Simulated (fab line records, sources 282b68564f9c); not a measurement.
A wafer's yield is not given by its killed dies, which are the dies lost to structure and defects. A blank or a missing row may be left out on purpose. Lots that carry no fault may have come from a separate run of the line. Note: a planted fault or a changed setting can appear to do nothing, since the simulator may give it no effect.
fab line records + flow rit_cmos
record
- lots=14
- wafers=42
- last_day=7
route steps=202 shown PRETRO@70 PSD@148 SDANNEAL@155 CONTACT@179 M1@202
lots untouched by any fault: they come from a run of this same line in which no faults occurred
start_h: the number of hours between the record's first day and the start of the first shown wafer of the lot + wait_h: time in hours since the lot's previous step + " identical to the entry in the row above + L1.1+2: a row that stands for several wafers + - either no value or no given start + * or withheld: withheld + < > ~ a bound
route shown NAME@n: a module of which the file shows steps, and the number in the route of the first + usual: the fault-free wafers' mean and standard deviation + same: alike in all rows + chamber/n: place in a boat + sites: each site's reading + _std_site: their standard deviation + _edge_site: outer sites' mean less inner sites' + radius_mm: for every site, how far away it sits from the centre of the wafer + mask NAME#n: copy n + behind: the most recent tool/chamber to have shaped the wafer + hold: what put the lot on hold/how long, in hours/how the hold closed + device: which transistor (n, p or np) failed to switch + end of line: tests of these same wafers at the route's end + where a step has no rows: the recipe by itself + killed: count of dies lost to structure and defects at first sort (not the wafer's yield) + map: a wafer's dies, marking killed ones x, the rest . and places with no die _
set.NAME: setting as actually run; set.NAME@STEP: the setting as run at that earlier step + model.NAME: the simulator's own value behind a step, which no gauge read
the route's steps for a sample of lots (tables are steps, rows are wafers)
services: the hour from which a tool's chamber was out of use, counted from the record's first day as start_h (under 0 if before that day), plus the number of hours and why
## steps
# step RIT_PRETRO_OVL_MEAS_06
# usual
- PRETRO_OVL=-0.3/1.3
| lot.wafer | tool       | chamber | start_h | wait_h | PRETRO_OVL[nm] |
|-----------|------------|---------|---------|--------|----------------|
| L713.3    | overlay-01 | -       | 32.50   | -      | -0.1           |
| L713.5    | "          | -       | "       | "      | 1.0            |
| L713.6    | "          | -       | "       | "      | 0.2            |
| L714.1    | overlay-01 | -       | 38.30   | -      | -0.2           |
| L714.2    | "          | -       | "       | "      | -1.9           |
| L714.6    | "          | -       | "       | "      | -1.9           |
| L716.1    | overlay-02 | -       | 47.69   | -      | -2.1           |
| L716.4    | "          | -       | "       | "      | -3.7           |
| L716.5    | "          | -       | "       | "      | -0.8           |
| L717.2    | overlay-02 | -       | 52.78   | -      | -3.6           |
| L717.4    | "          | -       | "       | "      | -1.6           |
| L717.6    | "          | -       | "       | "      | -3.0           |
| L718.2    | overlay-02 | -       | 59.21   | -      | -0.3           |
| L718.3    | "          | -       | "       | "      | -0.3           |
| L718.4    | "          | -       | "       | "      | -0.3           |
| L721.1    | overlay-01 | -       | 72.30   | -      | 1.2            |
| L721.2    | "          | -       | "       | "      | 0.3            |
| L721.4    | "          | -       | "       | "      | -2.0           |
| L722.3    | overlay-02 | -       | 77.60   | -      | 0.4            |
| L722.5    | "          | -       | "       | "      | -2.3           |
| L722.6    | "          | -       | "       | "      | -0.9           |
| L724.2    | overlay-01 | -       | 88.28   | -      | -0.7           |
| L724.4    | "          | -       | "       | "      | 0.5            |
| L724.5    | "          | -       | "       | "      | -1.0           |
| L729.2    | overlay-02 | -       | 114.65  | -      | -0.6           |
| L729.4    | "          | -       | "       | "      | 0.4            |
| L729.6    | "          | -       | "       | "      | -1.7           |
| L730.2    | overlay-02 | -       | 118.92  | -      | 1.3            |
| L730.4    | "          | -       | "       | "      | 0.9            |
| L730.6    | "          | -       | "       | "      | 1.0            |
| L731.1    | overlay-02 | -       | 124.93  | -      | -2.3           |
| L731.4    | "          | -       | "       | "      | -1.4           |
| L731.5    | "          | -       | "       | "      | -1.1           |
| L732.4    | overlay-02 | -       | 127.03  | -      | -2.3           |
| L732.5    | "          | -       | "       | "      | 0.4            |
| L732.6    | "          | -       | "       | "      | -0.5           |
| L733.2    | overlay-01 | -       | 132.70  | -      | -2.8           |
| L733.4    | "          | -       | "       | "      | -0.9           |
| L733.6    | "          | -       | "       | "      | -0.7           |
| L736.2    | overlay-02 | -       | 149.81  | -      | 0.6            |
| L736.4    | "          | -       | "       | "      | 0.4            |
| L736.5    | "          | -       | "       | "      | 0.0            |
# step RIT_PSD_OVL_MEAS_06
# usual
- PSD_OVL=-0.1/1.3
| lot.wafer | tool       | chamber | start_h | wait_h | PSD_OVL[nm] |
|-----------|------------|---------|---------|--------|-------------|
| L713.3    | overlay-01 | -       | 51.86   | -      | 0.1         |
| L713.5    | "          | -       | "       | "      | 0.7         |
| L713.6    | "          | -       | "       | "      | -0.6        |
| L714.1    | overlay-02 | -       | 58.70   | -      | -2.0        |
| L714.2    | "          | -       | "       | "      | -1.4        |
| L714.6    | "          | -       | "       | "      | -1.9        |
| L716.1    | overlay-01 | -       | 64.57   | -      | 0.5         |
| L716.4    | "          | -       | "       | "      | 1.5         |
| L716.5    | "          | -       | "       | "      | 0.2         |
| L717.2    | overlay-02 | -       | 72.70   | -      | -0.5        |
| L717.4    | "          | -       | "       | "      | -2.5        |
| L717.6    | "          | -       | "       | "      | -0.3        |
| L718.2    | overlay-01 | -       | 79.05   | -      | 0.6         |
| L718.3    | "          | -       | "       | "      | -0.5        |
| L718.4    | "          | -       | "       | "      | 0.2         |
| L721.1    | overlay-02 | -       | 94.66   | -      | -1.2        |
| L721.2    | "          | -       | "       | "      | -0.6        |
| L721.4    | "          | -       | "       | "      | 1.1         |
| L722.3    | overlay-01 | -       | 95.99   | -      | 1.7         |
| L722.5    | "          | -       | "       | "      | -0.6        |
| L722.6    | "          | -       | "       | "      | -1.0        |
| L724.2    | overlay-01 | -       | 111.51  | -      | -0.9        |
| L724.4    | "          | -       | "       | "      | -1.9        |
| L724.5    | "          | -       | "       | "      | 0.1         |
| L729.2    | overlay-01 | -       | 135.81  | -      | 1.5         |
| L729.4    | "          | -       | "       | "      | 0.4         |
| L729.6    | "          | -       | "       | "      | -0.6        |
| L730.2    | overlay-01 | -       | 139.83  | -      | -2.0        |
| L730.4    | "          | -       | "       | "      | -1.5        |
| L730.6    | "          | -       | "       | "      | -1.4        |
| L731.1    | overlay-01 | -       | 142.35  | -      | 0.3         |
| L731.4    | "          | -       | "       | "      | -1.0        |
| L731.5    | "          | -       | "       | "      | -0.3        |
| L732.4    | overlay-01 | -       | 144.37  | -      | 0.9         |
| L732.5    | "          | -       | "       | "      | 2.1         |
| L732.6    | "          | -       | "       | "      | -0.2        |
| L733.2    | overlay-01 | -       | 154.73  | -      | -0.4        |
| L733.4    | "          | -       | "       | "      | -0.2        |
| L733.6    | "          | -       | "       | "      | -2.4        |
| L736.2    | overlay-02 | -       | 167.89  | -      | -1.9        |
| L736.4    | "          | -       | "       | "      | 0.1         |
| L736.5    | "          | -       | "       | "      | -1.8        |
# step RIT_SDANNEAL_CLEAN_02
# recipe
- chemistry=SC2
- mix=3:3:50
- time_s=600
- temp_c=75
- dry=n2_spin
# usual
- run_length_s=628/3.8
| lot.wafer | tool         | chamber | start_h | wait_h | run_length_s |
|-----------|--------------|---------|---------|--------|--------------|
| L713.3    | wet_bench-03 | 1       | 52.62   | 0.0    | 624          |
| L713.5    | "            | 1       | "       | "      | 624          |
| L713.6    | "            | 1       | "       | "      | 624          |
| L714.1    | wet_bench-01 | 3       | 59.46   | 0.0    | 627          |
| L714.2    | "            | 3       | "       | "      | 627          |
| L714.6    | "            | 3       | "       | "      | 627          |
| L716.1    | wet_bench-03 | 0       | 65.51   | 0.0    | 624          |
| L716.4    | "            | 0       | "       | "      | 624          |
| L716.5    | "            | 0       | "       | "      | 624          |
| L717.2    | wet_bench-04 | 1       | 73.47   | 0.0    | 625          |
| L717.4    | "            | 1       | "       | "      | 625          |
| L717.6    | "            | 1       | "       | "      | 625          |
| L718.2    | wet_bench-01 | 1       | 79.81   | 0.0    | 626          |
| L718.3    | "            | 1       | "       | "      | 626          |
| L718.4    | "            | 1       | "       | "      | 626          |
| L721.1    | wet_bench-03 | 1       | 95.43   | 0.0    | 625          |
| L721.2    | "            | 1       | "       | "      | 625          |
| L721.4    | "            | 1       | "       | "      | 625          |
| L722.3    | wet_bench-04 | 3       | 96.76   | 0.0    | 338          |
| L722.5    | "            | 3       | "       | "      | 338          |
| L722.6    | "            | 3       | "       | "      | 338          |
| L724.2    | wet_bench-04 | 3       | 112.33  | 0.0    | 331          |
| L724.4    | "            | 3       | "       | "      | 331          |
| L724.5    | "            | 3       | "       | "      | 331          |
| L729.2    | wet_bench-03 | 0       | 136.57  | 0.0    | 625          |
| L729.4    | "            | 0       | "       | "      | 625          |
| L729.6    | "            | 0       | "       | "      | 625          |
| L730.2    | wet_bench-03 | 0       | 140.60  | 0.0    | 625          |
| L730.4    | "            | 0       | "       | "      | 625          |
| L730.6    | "            | 0       | "       | "      | 625          |
| L731.1    | wet_bench-03 | 0       | 143.11  | 0.0    | 625          |
| L731.4    | "            | 0       | "       | "      | 625          |
| L731.5    | "            | 0       | "       | "      | 625          |
| L732.4    | wet_bench-03 | 2       | 145.22  | 0.0    | 625          |
| L732.5    | "            | 2       | "       | "      | 625          |
| L732.6    | "            | 2       | "       | "      | 625          |
| L733.2    | wet_bench-03 | 1       | 155.48  | 0.0    | 631          |
| L733.4    | "            | 1       | "       | "      | 631          |
| L733.6    | "            | 1       | "       | "      | 631          |
| L736.2    | wet_bench-04 | 2       | 168.69  | 0.0    | 627          |
| L736.4    | "            | 2       | "       | "      | 627          |
| L736.5    | "            | 2       | "       | "      | 627          |
# step RIT_CONTACT_ETCH_11
# recipe
- target_depth_a=4800
- over_etch_frac=0.2
- stop_on=TiSi2
- chemistry=CHF3/CF4/Ar
- target=SiO2
- CHF3_flow_sccm=50
- cf4_flow_sccm=10
- Ar_flow_sccm=100
- O2_flow_sccm=5
- pressure_mtorr=100
- rf_w=207.2
- time_s=320
# usual
- drypump_motor_current_A=5.9/0.42
- oes_product_au=0.994/0.019
- throttle_valve_pct=8.86/0.09
| lot.wafer | tool        | chamber | start_h | wait_h | drypump_motor_current_A | oes_product_au | rf_hours_counter_h | throttle_valve_pct |
|-----------|-------------|---------|---------|--------|-------------------------|----------------|--------------------|--------------------|
| L713.3    | rie_diel-02 | 2       | 55.23   | 0.1    | 6.0                     | 0.982          | 19                 | 8.96               |
| L713.5    | "           | 1       | "       | "      | 5.6                     | 1.023          | -                  | 8.77               |
| L713.6    | "           | 0       | "       | "      | 5.4                     | 1.005          | -                  | 8.92               |
| L714.1    | rie_diel-04 | 3       | 62.07   | 0.1    | 5.7                     | 0.998          | 34                 | 8.92               |
| L714.2    | "           | 2       | "       | "      | 6.2                     | 0.994          | 4                  | 8.81               |
| L714.6    | "           | 3       | "       | "      | 5.7                     | 0.990          | -                  | 8.92               |
| L716.1    | rie_diel-02 | 2       | 68.35   | 0.1    | 5.9                     | 0.976          | 19                 | 8.96               |
| L716.4    | "           | 1       | "       | "      | 5.6                     | 1.030          | -                  | 8.76               |
| L716.5    | "           | 0       | "       | "      | 5.4                     | 1.014          | -                  | 8.93               |
| L717.2    | rie_diel-02 | 1       | 76.09   | 0.1    | 5.6                     | 1.025          | 98                 | 8.76               |
| L717.4    | "           | 2       | "       | "      | 6.0                     | 0.980          | -                  | 8.97               |
| L717.6    | "           | 1       | "       | "      | 5.6                     | 1.028          | -                  | 8.75               |
| L718.2    | rie_diel-02 | 2       | 82.59   | 0.1    | 6.0                     | 0.982          | 19                 | 8.95               |
| L718.3    | "           | 0       | "       | "      | 5.4                     | 1.006          | 92                 | 8.92               |
| L718.4    | "           | 0       | "       | "      | 5.4                     | 1.003          | -                  | 8.92               |
| L721.1    | rie_diel-04 | 3       | 98.04   | 0.1    | 5.7                     | 0.991          | 35                 | 8.91               |
| L721.2    | "           | 1       | "       | "      | 6.4                     | 0.988          | 151                | 8.64               |
| L721.4    | "           | 0       | "       | "      | 5.6                     | 0.991          | 51                 | 8.80               |
| L722.3    | rie_diel-02 | 3       | 99.39   | 0.1    | 6.4                     | 1.007          | 38                 | 8.86               |
| L722.5    | "           | 1       | "       | "      | 5.6                     | 1.021          | -                  | 8.76               |
| L722.6    | "           | 2       | "       | "      | 5.9                     | 0.989          | -                  | 8.95               |
| L724.2    | rie_diel-03 | 0       | 114.95  | 0.1    | 6.0                     | 0.960          | 69                 | 9.00               |
| L724.4    | "           | 2       | "       | "      | 5.3                     | 0.994          | -                  | 8.82               |
| L724.5    | "           | 0       | "       | "      | 6.0                     | 0.959          | -                  | 9.00               |
| L729.2    | rie_diel-02 | 0       | 139.31  | 0.1    | 5.4                     | 1.017          | 93                 | 8.91               |
| L729.4    | "           | 1       | "       | "      | 5.6                     | 1.032          | 100                | 8.77               |
| L729.6    | "           | 0       | "       | "      | 5.4                     | 1.008          | -                  | 8.92               |
| L730.2    | rie_diel-02 | 2       | 143.23  | 0.1    | 5.9                     | 0.983          | 21                 | 8.95               |
| L730.4    | "           | 0       | "       | "      | 5.5                     | 1.008          | 93                 | 8.92               |
| L730.6    | "           | 2       | "       | "      | 6.0                     | 0.985          | -                  | 8.95               |
| L731.1    | rie_diel-03 | 0       | 145.79  | 0.1    | 6.0                     | 0.952          | 70                 | 8.99               |
| L731.4    | "           | 0       | "       | "      | 6.0                     | 0.962          | -                  | 9.01               |
| L731.5    | "           | 2       | "       | "      | 5.3                     | 0.992          | -                  | 8.83               |
| L732.4    | rie_diel-04 | 0       | 147.99  | 0.1    | 5.6                     | 0.992          | -                  | 8.77               |
| L732.5    | "           | 3       | "       | "      | 5.7                     | 0.992          | -                  | 8.91               |
| L732.6    | "           | 2       | "       | "      | 6.2                     | 0.984          | -                  | 8.79               |
| L733.2    | rie_diel-02 | 3       | 158.17  | 0.1    | 6.3                     | 1.018          | 39                 | 8.84               |
| L733.4    | "           | 0       | "       | "      | 5.5                     | 1.005          | 93                 | 8.93               |
| L733.6    | "           | 2       | "       | "      | 6.0                     | 0.984          | -                  | 8.94               |
| L736.2    | rie_diel-04 | 1       | 171.65  | 0.1    | 6.4                     | 1.000          | 0                  | 8.66               |
| L736.4    | "           | 2       | "       | "      | 6.2                     | 0.991          | 6                  | 8.78               |
| L736.5    | "           | 1       | "       | "      | 6.4                     | 0.992          | -                  | 8.65               |
# step RIT_M1_PROBE_99
# usual
- killed_at_contacts=0.0/0.22
- killed_at_front_end=7/3.3
- killed_dies=7/3.3
- killed_on_rim=1.9/1.4
- killed_open=3.3/1.9
- killed_short=3.6/2.1
# same
- gross_dies=264
- killed_at_M0_to_M3=0
- killed_at_M4_up=0
- killed_at_back_side=0
- killed_at_other=0
| lot.wafer | tool      | chamber | start_h | wait_h | killed_at_contacts | killed_at_front_end | killed_dies | killed_on_rim | killed_open | killed_short |
|-----------|-----------|---------|---------|--------|--------------------|---------------------|-------------|---------------|-------------|--------------|
| L713.3    | prober-01 | -       | 60.21   | 0.2    | 0                  | 9                   | 9           | 1             | 4           | 5            |
| L713.5    | prober-01 | -       | 60.31   | 0.2    | 0                  | 14                  | 14          | 3             | 5           | 9            |
| L713.6    | prober-01 | -       | 60.36   | 0.2    | 0                  | 11                  | 11          | 1             | 5           | 6            |
| L714.1    | prober-02 | -       | 67.24   | 0.1    | 0                  | 8                   | 8           | 4             | 4           | 4            |
| L714.2    | prober-02 | -       | 67.29   | 0.1    | 0                  | 8                   | 8           | 0             | 3           | 3            |
| L714.6    | prober-02 | -       | 67.49   | 0.2    | 0                  | 3                   | 3           | 1             | 2           | 1            |
| L716.1    | prober-02 | -       | 73.39   | 0.1    | 0                  | 6                   | 6           | 1             | 2           | 4            |
| L716.4    | prober-02 | -       | 73.54   | 0.2    | 0                  | 4                   | 4           | 2             | 3           | 1            |
| L716.5    | prober-02 | -       | 73.59   | 0.2    | 0                  | 13                  | 13          | 4             | 5           | 8            |
| L717.2    | prober-01 | -       | 81.09   | 0.1    | 0                  | 7                   | 7           | 0             | 2           | 5            |
| L717.4    | prober-01 | -       | 81.19   | 0.2    | 0                  | 1                   | 1           | 0             | 0           | 1            |
| L717.6    | prober-01 | -       | 81.29   | 0.2    | 1                  | 8                   | 9           | 3             | 3           | 6            |
| L718.2    | prober-02 | -       | 87.61   | 0.1    | 0                  | 7                   | 7           | 2             | 3           | 4            |
| L718.3    | prober-02 | -       | 87.66   | 0.2    | 0                  | 6                   | 6           | 1             | 3           | 3            |
| L718.4    | prober-02 | -       | 87.71   | 0.2    | 0                  | 6                   | 6           | 1             | 3           | 3            |
| L721.1    | prober-01 | -       | 102.91  | 0.1    | 0                  | 6                   | 6           | 1             | 3           | 3            |
| L721.2    | prober-01 | -       | 102.96  | 0.1    | 0                  | 3                   | 3           | 1             | 3           | 0            |
| L721.4    | prober-01 | -       | 103.06  | 0.2    | 0                  | 5                   | 5           | 2             | 4           | 1            |
| L722.3    | prober-02 | -       | 104.51  | 0.2    | 0                  | 13                  | 13          | 1             | 6           | 7            |
| L722.5    | prober-02 | -       | 104.61  | 0.2    | 0                  | 10                  | 10          | 3             | 8           | 2            |
| L722.6    | prober-02 | -       | 104.66  | 0.2    | 0                  | 4                   | 4           | 2             | 2           | 2            |
| L724.2    | prober-02 | -       | 119.90  | 0.1    | 0                  | 15                  | 15          | 7             | 8           | 7            |
| L724.4    | prober-02 | -       | 120.00  | 0.2    | 0                  | 12                  | 12          | 3             | 5           | 7            |
| L724.5    | prober-02 | -       | 120.05  | 0.2    | 0                  | 6                   | 6           | 1             | 4           | 2            |
| L729.2    | prober-01 | -       | 144.40  | 0.1    | 0                  | 9                   | 9           | 0             | 4           | 5            |
| L729.4    | prober-01 | -       | 144.50  | 0.2    | 0                  | 6                   | 6           | 1             | 5           | 1            |
| L729.6    | prober-01 | -       | 144.60  | 0.2    | 0                  | 6                   | 6           | 2             | 3           | 3            |
| L730.2    | prober-02 | -       | 148.22  | 0.1    | 0                  | 6                   | 6           | 1             | 1           | 5            |
| L730.4    | prober-02 | -       | 148.32  | 0.2    | 0                  | 0                   | 0           | 0             | 0           | 0            |
| L730.6    | prober-02 | -       | 148.42  | 0.2    | 0                  | 1                   | 1           | 0             | 1           | 0            |
| L731.1    | prober-01 | -       | 150.66  | 0.1    | 0                  | 6                   | 6           | 2             | 2           | 4            |
| L731.4    | prober-01 | -       | 150.81  | 0.2    | 0                  | 12                  | 12          | 3             | 5           | 7            |
| L731.5    | prober-01 | -       | 150.86  | 0.2    | 0                  | 4                   | 4           | 2             | 0           | 4            |
| L732.4    | prober-02 | -       | 152.90  | 0.2    | 1                  | 5                   | 6           | 1             | 4           | 2            |
| L732.5    | prober-02 | -       | 152.95  | 0.2    | 0                  | 8                   | 8           | 4             | 4           | 4            |
| L732.6    | prober-02 | -       | 153.00  | 0.2    | 0                  | 3                   | 3           | 1             | 2           | 1            |
| L733.2    | prober-01 | -       | 163.13  | 0.1    | 0                  | 13                  | 13          | 3             | 5           | 8            |
| L733.4    | prober-01 | -       | 163.23  | 0.2    | 0                  | 8                   | 8           | 2             | 3           | 5            |
| L733.6    | prober-01 | -       | 163.33  | 0.2    | 0                  | 9                   | 9           | 5             | 3           | 6            |
| L736.2    | prober-02 | -       | 176.73  | 0.1    | 0                  | 6                   | 6           | 2             | 4           | 2            |
| L736.4    | prober-02 | -       | 176.83  | 0.2    | 0                  | 6                   | 6           | 0             | 3           | 3            |
| L736.5    | prober-02 | -       | 176.88  | 0.2    | 0                  | 7                   | 7           | 0             | 2           | 5            |
# killed by level:class
L713.3 GATE:geometric_particle:short=3 GATE:geometric_particle:open=2 FOX2:geometric_particle:open=1 SPACER:geometric_particle:short=1 SILICIDE:geometric_particle:open=1 SILICIDE:geometric_particle:short=1
L713.5 GATE:geometric_particle:short=6 GATE:geometric_particle:open=4 REOX:geometric_particle:short=3 FOX1:geometric_particle:open=1
L713.6 GATE:geometric_particle:open=4 SILICIDE:geometric_particle:short=3 GATE:geometric_particle:short=2 FOX1:geometric_particle:short=1 REOX:geometric_particle:open=1
L714.1 GATE:geometric_particle:short=3 GATE:geometric_particle:open=2 FOX1:geometric_particle:open=1 REOX:geometric_particle:short=1 SILICIDE:geometric_particle:open=1
L714.2 FOX1:geometric_particle:short=2 GATE:geometric_particle:open=2 PSD:coat_microbubble_printed=2 FOX1:geometric_particle:open=1 GATE:geometric_particle:short=1
L714.6 GATE:geometric_particle:short=1 GATE:geometric_particle:open=1 SILICIDE:geometric_particle:open=1
L716.1 SPACER:geometric_particle:short=2 FOX2:geometric_particle:short=1 GATE:geometric_particle:open=1 GATE:geometric_particle:short=1 SILICIDE:geometric_particle:open=1
L716.4 GATE:geometric_particle:open=1 GATE:geometric_particle:short=1 SPACER:geometric_particle:open=1 SILICIDE:geometric_particle:open=1
L716.5 GATE:geometric_particle:short=3 SILICIDE:geometric_particle:short=3 GATE:geometric_particle:open=2 FOX1:geometric_particle:open=1 FOX1:geometric_particle:short=1 SPACER:geometric_particle:short=1 SPACER:geometric_particle:open=1 SILICIDE:geometric_particle:open=1
L717.2 GATE:geometric_particle:short=2 SPACER:geometric_particle:short=2 SPACER:geometric_particle:open=2 FOX1:geometric_particle:short=1
L717.4 GATE:geometric_particle:short=1
L717.6 GATE:geometric_particle:short=2 FOX1:geometric_particle:short=1 FOX1:geometric_particle:open=1 FOX2:geometric_particle:open=1 REOX:geometric_particle:open=1 SPACER:geometric_particle:short=1 SILICIDE:geometric_particle:short=1 CONTACT:geometric_particle:short=1
L718.2 FOX1:geometric_particle:short=1 FOX1:geometric_particle:open=1 GATE:geometric_particle:open=1 REOX:geometric_particle:short=1 SPACER:geometric_particle:open=1 SPACER:geometric_particle:short=1 SILICIDE:geometric_particle:short=1
L718.3 GATE:geometric_particle:short=2 GATE:geometric_particle:open=1 REOX:geometric_particle:open=1 SPACER:geometric_particle:open=1 SPACER:geometric_particle:short=1
L718.4 REOX:geometric_particle:open=3 GATE:geometric_particle:short=1 REOX:geometric_particle:short=1 SPACER:geometric_particle:short=1
L721.1 FOX1:geometric_particle:short=2 FOX1:geometric_particle:open=2 GATE:geometric_particle:short=1 REOX:geometric_particle:open=1
L721.2 GATE:geometric_particle:open=2 SILICIDE:geometric_particle:open=1
L721.4 GATE:geometric_particle:open=2 SILICIDE:geometric_particle:open=2 FOX1:geometric_particle:short=1
L722.3 FOX1:geometric_particle:short=2 FOX2:geometric_particle:open=2 ACTIVE:geometric_particle:short=1 FOX1:geometric_particle:open=1 FOX2:geometric_particle:short=1 GATE:geometric_particle:short=1 REOX:geometric_particle:short=1 REOX:geometric_particle:open=1
L722.5 GATE:geometric_particle:open=5 GATE:geometric_particle:short=2 FOX2:geometric_particle:open=1 REOX:geometric_particle:open=1 SPACER:geometric_particle:open=1
L722.6 GATE:geometric_particle:short=2 FOX1:geometric_particle:open=1 GATE:geometric_particle:open=1
L724.2 GATE:geometric_particle:open=6 FOX2:geometric_particle:short=3 SPACER:geometric_particle:short=2 FOX2:geometric_particle:open=1 GATE:geometric_particle:short=1 REOX:geometric_particle:short=1 SILICIDE:geometric_particle:open=1
L724.4 FOX1:geometric_particle:open=2 FOX2:geometric_particle:open=2 SILICIDE:geometric_particle:short=2 FOX1:geometric_particle:short=1 FOX2:geometric_particle:short=1 GATE:geometric_particle:open=1 GATE:geometric_particle:short=1 REOX:geometric_particle:short=1
L724.5 SPACER:geometric_particle:open=2 GATE:geometric_particle:short=1 GATE:geometric_particle:open=1 SILICIDE:geometric_particle:short=1 SILICIDE:geometric_particle:open=1
L729.2 GATE:geometric_particle:short=3 FOX1:geometric_particle:open=2 GATE:geometric_particle:open=2 REOX:geometric_particle:short=2
L729.4 GATE:geometric_particle:open=2 SPACER:geometric_particle:open=2 GATE:geometric_particle:short=1 SILICIDE:geometric_particle:open=1
L729.6 SPACER:geometric_particle:open=2 FOX1:geometric_particle:short=1 FOX2:geometric_particle:open=1 GATE:geometric_particle:short=1 SILICIDE:geometric_particle:short=1
L730.2 FOX1:geometric_particle:short=3 GATE:geometric_particle:short=1 REOX:geometric_particle:open=1 SPACER:geometric_particle:short=1
L730.4
L730.6 GATE:geometric_particle:open=1
L731.1 REOX:geometric_particle:short=2 FOX1:geometric_particle:open=1 GATE:geometric_particle:open=1 GATE:geometric_particle:short=1 SPACER:geometric_particle:short=1
L731.4 REOX:geometric_particle:short=3 SPACER:geometric_particle:short=3 GATE:geometric_particle:open=2 FOX1:geometric_particle:open=1 FOX1:geometric_particle:short=1 REOX:geometric_particle:open=1 SPACER:geometric_particle:open=1
L731.5 GATE:geometric_particle:short=2 SILICIDE:geometric_particle:short=2
L732.4 GATE:geometric_particle:open=2 REOX:geometric_particle:open=2 REOX:geometric_particle:short=1 CONTACT:geometric_particle:short=1
L732.5 REOX:geometric_particle:short=3 REOX:geometric_particle:open=2 FOX2:geometric_particle:open=1 GATE:geometric_particle:open=1 GATE:geometric_particle:short=1
L732.6 GATE:geometric_particle:short=1 GATE:geometric_particle:open=1 REOX:geometric_particle:open=1
L733.2 FOX1:geometric_particle:open=3 FOX1:geometric_particle:short=3 GATE:geometric_particle:short=2 FOX2:geometric_particle:short=1 REOX:geometric_particle:open=1 SPACER:geometric_particle:short=1 SILICIDE:geometric_particle:open=1 SILICIDE:geometric_particle:short=1
L733.4 FOX1:geometric_particle:short=2 GATE:geometric_particle:short=2 REOX:geometric_particle:open=2 FOX1:geometric_particle:open=1 REOX:geometric_particle:short=1
L733.6 GATE:geometric_particle:short=4 FOX1:geometric_particle:open=2 FOX1:geometric_particle:short=1 GATE:geometric_particle:open=1 REOX:geometric_particle:short=1
L736.2 FOX1:geometric_particle:open=1 GATE:geometric_particle:short=1 GATE:geometric_particle:open=1 SPACER:geometric_particle:short=1 SPACER:geometric_particle:open=1 SILICIDE:geometric_particle:open=1
L736.4 GATE:geometric_particle:short=3 REOX:geometric_particle:open=2 FOX1:geometric_particle:open=1
L736.5 SPACER:geometric_particle:short=2 FOX2:geometric_particle:short=1 FOX2:geometric_particle:open=1 GATE:geometric_particle:short=1 REOX:geometric_particle:short=1 SPACER:geometric_particle:open=1
## services
| tool         | chamber | start_h | hours | kind           |
|--------------|---------|---------|-------|----------------|
| rie_diel-04  | 2       | 54.72   | 5.8   | repair         |
| rie_diel-02  | 3       | 67.37   | 15.7  | repair         |
| rie_diel-03  | 1       | 68.17   | 6.2   | repair         |
| rie_diel-03  | 0       | 68.49   | 5.7   | repair         |
| wet_bench-03 | -       | 79.36   | 2.7   | repair         |
| rie_diel-03  | -       | 85.58   | 0.6   | repair         |
| rie_diel-03  | 2       | 96.21   | 16.5  | repair         |
| wet_bench-03 | -       | 111.24  | 2.2   | repair         |
| rie_diel-03  | 1       | 112.70  | -     | clean          |
| rie_diel-03  | 1       | 112.70  | 15.8  | scheduled_down |
| rie_diel-03  | 1       | 112.70  | 15.8  | vent_cycle     |
| rie_diel-03  | 3       | 121.65  | 1.3   | repair         |
| rie_diel-04  | -       | 126.30  | 2.6   | repair         |
| rie_diel-03  | 3       | 139.45  | 32.5  | repair         |
| rie_diel-04  | 1       | 146.57  | -     | clean          |
| rie_diel-04  | 1       | 146.57  | 12.2  | scheduled_down |
| rie_diel-04  | 1       | 146.57  | 12.2  | vent_cycle     |
| rie_diel-03  | -       | 148.19  | 2.8   | pm             |
| rie_diel-04  | -       | 149.86  | 0.8   | repair         |
## key
first_sign
- step=RIT_SDANNEAL_CLEAN_02
- reading=run_length_s
- direction=down
- sigmas=77
- usual=*
- struck=*
effect none on later readings
met_at RIT_SDANNEAL_CLEAN_02
struck_lots L722,L724
tester_left_out L722,L724
not_acting_at RIT_PRETRO_OVL_MEAS_06,RIT_PSD_OVL_MEAS_06,RIT_CONTACT_ETCH_11
onset_between 73.47 96.76
fault
- kind=process_parameter_drift
- tool=wet_bench-04
- chamber=-
- onset_h=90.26
- steps=RIT_SDANNEAL_CLEAN_02
- channel=time_s
- offset=*
- shape=step
- end_h=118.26
- acts_in=*
- stated=*
# tester_left_out: of these lots the tester's yield and bins aren't shown, on N5 and GAA mostly nor the transistor test; their killed dies are dies lost to structure and defects alone, not to doping, threshold or leakage, so they don't give the yield
